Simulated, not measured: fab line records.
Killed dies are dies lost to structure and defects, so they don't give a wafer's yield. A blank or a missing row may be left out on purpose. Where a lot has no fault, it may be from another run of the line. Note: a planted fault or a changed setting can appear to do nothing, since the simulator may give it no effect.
Which tool did it? || flow rit_cmos || 45 wafers from 15 lots sampled at 2 of the route's 202 steps

## WHAT THE GAUGES SHOWED, per wafer
RIT_PSD_TW_MEAS_10. Usual: PSD_TW typically reads 3427, with standard deviation 30.
{"lot": "L816", "measured": "day 3 11:08", "on": "film_metro-01", "PSD_TW": "3432 3415 3406", "flag": ""}
{"lot": "L817", "measured": "day 3 16:29", "on": "film_metro-01", "PSD_TW": "3397 3404 3411", "flag": ""}
{"lot": "L818", "measured": "day 3 18:05", "on": "film_metro-02", "PSD_TW": "3476 3444 3444", "flag": ""}
{"lot": "L819", "measured": "day 3 22:32", "on": "film_metro-01", "PSD_TW": "30 30 30", "flag": "OFF"}
{"lot": "L820", "measured": "day 4 04:04", "on": "film_metro-02", "PSD_TW": "30 30 30", "flag": "OFF"}
{"lot": "L821", "measured": "day 4 07:48", "on": "film_metro-03", "PSD_TW": "30 30 30", "flag": "OFF"}
{"lot": "L829", "measured": "day 5 23:12", "on": "film_metro-02", "PSD_TW": "3462 3471 3469", "flag": ""}
{"lot": "L830", "measured": "day 6 04:14", "on": "film_metro-01", "PSD_TW": "3413 3417 3405", "flag": ""}
{"lot": "L831", "measured": "day 6 09:02", "on": "film_metro-01", "PSD_TW": "3426 3421 3433", "flag": ""}
{"lot": "L832", "measured": "day 6 13:08", "on": "film_metro-01", "PSD_TW": "3410 3411 3409", "flag": ""}
{"lot": "L834", "measured": "day 7 00:15", "on": "film_metro-01", "PSD_TW": "3398 3384 3404", "flag": ""}
{"lot": "L835", "measured": "day 7 04:43", "on": "film_metro-03", "PSD_TW": "3441 3453 3435", "flag": ""}
{"lot": "L836", "measured": "day 7 10:29", "on": "film_metro-03", "PSD_TW": "3451 3441 3440", "flag": ""}
{"lot": "L837", "measured": "day 7 14:40", "on": "film_metro-02", "PSD_TW": "3477 3468 3487", "flag": ""}
{"lot": "L838", "measured": "day 7 20:17", "on": "film_metro-03", "PSD_TW": "3427 3424 3436", "flag": ""}

## WHAT TOOL EACH LOT RAN ON (gives the tool, then ch and the chambers of the sampled wafers, and finally the start)
{"lot": "L816", "RIT_PSD_DEVELOP_05": "litho_track-04 ch 0, day 3 10:00"}
{"lot": "L817", "RIT_PSD_DEVELOP_05": "litho_track-03 ch 0, day 3 15:00"}
{"lot": "L818", "RIT_PSD_DEVELOP_05": "litho_track-04 ch 0, day 3 17:00"}
{"lot": "L819", "RIT_PSD_DEVELOP_05": "litho_track-04 ch 0, day 3 21:00"}
{"lot": "L820", "RIT_PSD_DEVELOP_05": "litho_track-04 ch 0, day 4 03:00"}
{"lot": "L821", "RIT_PSD_DEVELOP_05": "litho_track-04 ch 0, day 4 07:00"}
{"lot": "L829", "RIT_PSD_DEVELOP_05": "litho_track-03 ch 0, day 5 22:00"}
{"lot": "L830", "RIT_PSD_DEVELOP_05": "litho_track-03 ch 0, day 6 03:00"}
{"lot": "L831", "RIT_PSD_DEVELOP_05": "litho_track-03 ch 0, day 6 08:00"}
{"lot": "L832", "RIT_PSD_DEVELOP_05": "litho_track-03 ch 0, day 6 12:00"}
{"lot": "L834", "RIT_PSD_DEVELOP_05": "litho_track-01 ch 0, day 6 23:00"}
{"lot": "L835", "RIT_PSD_DEVELOP_05": "litho_track-03 ch 0, day 7 04:00"}
{"lot": "L836", "RIT_PSD_DEVELOP_05": "litho_track-01 ch 0, day 7 09:00"}
{"lot": "L837", "RIT_PSD_DEVELOP_05": "litho_track-04 ch 0, day 7 14:00"}
{"lot": "L838", "RIT_PSD_DEVELOP_05": "litho_track-01 ch 0, day 7 19:00"}
- RIT_PSD_DEVELOP_05: develop time 50 s.

## AS READ BY THE TOOLS THEMSELVES (means over the sampled wafers that have a number; for cases with no such wafer, the mark the record gives instead)
The record holds no such reading with a usual standard deviation.

## THE ANSWER, worked out from the rows above alone
Rule: lot off if the mean of its wafers having a number is beyond 3 standard deviations from the usual mean. A lot without any number at a reading at which 4 lots or more have one is off too. The other lots that the step has rows for count as sound. After the gauges, taken in route order, come the tools' own readings; for these a lot's mean is taken, as printed above. The first step at which some lot is off is used, and at that step the reading that is off furthest; a lot without a number counts as furthest.
Off: L819, L820, L821, at RIT_PSD_TW_MEAS_10 (PSD_TW).
If a tool, at a process step before that reading, ran all the lots that are off and no sound lot after the first of them, it fits. Gauges at RIT_PSD_TW_MEAS_10: tried the same way as those tools. Of those tried, none fits.

## WHAT THE SIMULATOR PUT IN
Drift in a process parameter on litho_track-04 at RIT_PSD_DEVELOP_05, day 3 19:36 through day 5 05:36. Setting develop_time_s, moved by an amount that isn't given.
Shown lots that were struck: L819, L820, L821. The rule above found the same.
